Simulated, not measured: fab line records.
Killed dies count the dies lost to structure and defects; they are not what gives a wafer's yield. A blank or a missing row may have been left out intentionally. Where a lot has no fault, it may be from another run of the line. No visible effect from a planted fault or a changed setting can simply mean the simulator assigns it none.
Which tool is to blame? ; flow berkeley cmos170 ; 14 lots, 42 wafers sampled, at 3 steps of a route of 331

## WHAT EACH GAUGE READ, for each wafer
UCB170_V1_CD_MEAS_90: the cd target is 700 nm. Usual: cd nm reads 699.7 nm (standard deviation 1.5).
lot;measured;on;cd nm (nm);flag
L499;day 8 11:27;cd sem-01;703.7 701.2 702.5;
L500;day 8 20:36;cd sem-01;699.5 699.8 700.8;
L501;day 9 05:38;cd sem-01;700.7 701.5 700.6;
L506;day 9 21:43;cd sem-01;697.1 700.0 697.8;
L504;day 10 01:53;cd sem-01;698.4 699.3 699.2;
L509;day 10 15:10;cd sem-02;702.0 701.8 703.0;
L508;day 10 20:10;cd sem-02;700.0 701.1 701.0;
L514;day 11 16:57;cd sem-02;698.5 697.6 697.8;
L513;day 11 20:58;cd sem-01;697.4 698.2 698.8;
L516;day 13 08:00;cd sem-02;701.9 699.7 699.8;
L517;day 13 12:51;cd sem-02;699.2 699.6 699.9;
L519;day 13 21:28;cd sem-02;699.5 697.9 698.8;
L521;day 13 23:45;cd sem-01;697.8 697.2 697.9;
L520;day 14 02:07;cd sem-02;700.4 702.2 700.9;

UCB170_M2_CD_MEAS_15: the cd target is 700 nm. Usual: cd nm reads 700.3 nm (standard deviation 1.5).
lot;measured;on;cd nm (nm);flag
L499;day 8 13:28;cd sem-01;702.0 701.5 701.1;
L500;day 8 22:46;cd sem-01;700.1 701.3 701.1;
L501;day 9 08:37;cd sem-01;698.3 698.0 697.7;
L506;day 10 00:03;cd sem-01;701.4 702.3 700.2;
L504;day 10 04:02;cd sem-02;698.5 698.3 699.7;
L509;day 10 20:20;cd sem-01;698.5 697.0 698.8;
L508;day 10 22:26;cd sem-02;700.7 699.3 700.5;
L514;day 11 19:05;cd sem-01;702.0 702.4 702.8;
L513;day 12 00:13;cd sem-01;702.0 700.5 700.5;
L516;day 13 12:05;cd sem-01;700.3 701.2 702.1;
L517;day 13 15:46;cd sem-01;698.4 698.2 697.6;
L519;day 14 01:04;cd sem-02;701.7 701.6 701.5;
L521;day 14 06:07;cd sem-01;699.4 700.0 700.4;
L520;day 14 06:23;cd sem-02;703.0 701.6 702.3;

## WHAT TOOL EACH LOT RAN ON (gives the tool, then ch and the chambers of the sampled wafers, and finally the start)
lot;UCB170_M1_ETCH_11
L499;rie diel-03 ch 0,1,3, day 8 06:20
L500;rie diel-01 ch 0,1,3, day 8 16:31
L501;rie diel-01 ch 1,2,3, day 9 00:16
L506;rie diel-03 ch 1,3, day 9 16:20
L504;rie diel-03 ch 0,1, day 9 20:46
L509;rie diel-03 ch 0,1,2, day 10 11:13
L508;rie diel-03 ch 0,1,2, day 10 14:10
L514;rie diel-02 ch 0,2,3, day 11 12:41
L513;rie diel-02 ch 0,2, day 11 15:06
L516;rie diel-03 ch 0,1,3, day 13 03:38
L517;rie diel-01 ch 0,3, day 13 03:53
L519;rie diel-02 ch 0,2,3, day 13 14:03
L521;rie diel-03 ch 0,3, day 13 19:19
L520;rie diel-03 ch 0,1,3, day 13 20:27
- UCB170_M1_ETCH_11: etches BARC in N2/H2.

## AS READ BY THE TOOLS THEMSELVES (means over the sampled wafers that have a number; for cases with no such wafer, the mark the record gives instead)
UCB170_M1_ETCH_11. Usual: drypump motor current A 5.8 A, standard deviation 0.3; n2 flow sccm 100.00 sccm, standard deviation 0.29; oes product au 0.997 a.u., standard deviation 0.023; throttle valve pct 13.17 %, standard deviation 0.12.
lot;tool;drypump motor current A (A);n2 flow sccm (sccm);oes product au (a.u.);throttle valve pct (%);flag
L499;rie diel-03;5.5;99.84;1.011;13.17;
L500;rie diel-01;5.9;99.97;0.999;13.22;
L501;rie diel-01;6.0;99.77;1.019;13.18;
L506;rie diel-03;5.4;99.90;1.006;13.08;
L504;rie diel-03;5.4;99.81;1.016;13.27;
L509;rie diel-03;5.6;99.95;1.000;13.25;
L508;rie diel-03;5.6;100.49;0.995;13.27;
L514;rie diel-02;5.8;99.61;0.980;13.10;
L513;rie diel-02;5.7;100.12;0.976;13.15;
L516;rie diel-03;5.5;100.07;1.008;13.17;
L517;rie diel-01;5.9;99.93;1.010;13.30;
L519;rie diel-02;5.8;100.20;1.002;13.13;
L521;rie diel-03;5.6;99.48;1.008;13.06;
L520;rie diel-03;5.5;100.11;1.009;13.17;

## THE ANSWER, worked out from the rows above alone
Rule: a lot is off if the mean of its wafers that have a number lies more than 3 standard deviations from the usual mean. Also off: a lot with no number at a reading for which 4 or more lots have one. Any other lot the step has rows for is counted as sound. After the gauges, taken in route order, come the tools' own readings; for these a lot's mean is taken, as printed above. At the first step where some lot is off, the reading lying furthest off is the one used; lots without a number count as furthest.
Nothing can be told from this: no lot is off at any reading shown.

## WHAT THE SIMULATOR HAD INSERTED
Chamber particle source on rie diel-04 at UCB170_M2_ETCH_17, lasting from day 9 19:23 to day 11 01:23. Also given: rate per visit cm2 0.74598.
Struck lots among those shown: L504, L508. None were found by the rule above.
